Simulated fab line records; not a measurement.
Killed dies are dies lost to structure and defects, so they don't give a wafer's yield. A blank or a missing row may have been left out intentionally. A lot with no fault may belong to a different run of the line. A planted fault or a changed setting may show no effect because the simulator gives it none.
Code-filled problem report in 8D (eight disciplines) form -- flow rit cmos -- the parts of the form that need people (team, actions taken, sign-off) are left out

## 1. THE ISSUE
heater power total W at RIT_PLDD_HARDBAKE_07 reads a mean of 60.44 W on 9 wafers of 3 lots; wafers without a fault read 62.55 W with a standard deviation of 0.044. That puts it -48 standard deviations away from the usual mean.
The step: time 60 s.
Earliest sighting: wafer L783.1 on litho track-04 at day 3 13:59. At this step, 45 wafers from 15 lots have a number in the record. Rule for "out", or "out of limits": more than 4 standard deviations from the usual mean. Any other wafer with a number is counted as sound.

## 2. WHAT IT IS, AND WHAT IT ISN'T
question,is,is not
which readings at this step,"heater power total W, plate temp C",-
which lots,"L783, L784, L786","L779, L781, L782, L788, L792, L793, L795, L798, L799, L800, L801, L802"
which wafers of those lots,all that have a number,-
read on which tools,litho track-04,"litho track-02, litho track-03"
when,from day 3 13:59,"up to then (9 sound wafers); but 27 sound wafers of L788, L792, L793, L795, L798, L799, L800, L801, L802 came after"

## 3. WHAT RULES OUT EACH SUSPECT
Counting: a tool at any process step up to the reading remains a suspect when it ran all the lots that are out and ran no sound lot after the first of those.
- litho track-04 at RIT_PLDD_HARDBAKE_07 (time 60 s): ruled out as a lasting fault. Sound lots L801, L802 ran on it after its first lot that is out, L783 (day 3 13:59).
Left after counting: nothing in the record.

## 4. THE CAUSE (what the simulator had put in)
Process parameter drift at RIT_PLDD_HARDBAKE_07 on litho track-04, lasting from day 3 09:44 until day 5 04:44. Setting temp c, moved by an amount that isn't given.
Counting ruled it out, wrongly.

## 5. THE CHAIN OF EFFECTS, in route order
One row per reading whose mean, taken over the struck wafers that have a number, lies over 3 standard deviations from the usual. Only readings whose record carries a usual standard deviation are examined. hours: median over the lots of the time between each lot's start at the first step of this table that gives one and its start at this step. sigmas: the change, counted in usual standard deviations.
hours,step,reading,usual,on struck wafers,change,sigmas
0,RIT_PLDD_HARDBAKE_07,heater power total W,62.55 W,60.44,-2.11,-48
0,RIT_PLDD_HARDBAKE_07,plate temp C,139.98 C,136.28,-3.70,-28
The process steps in it:
- RIT_PLDD_HARDBAKE_07: time 60 s.

## 6. HOW IT WOULD HAVE BEEN CAUGHT EARLIER
In this record no reading fell out of limits until day 3 13:59, 4 hours after the fault had begun at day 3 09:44.
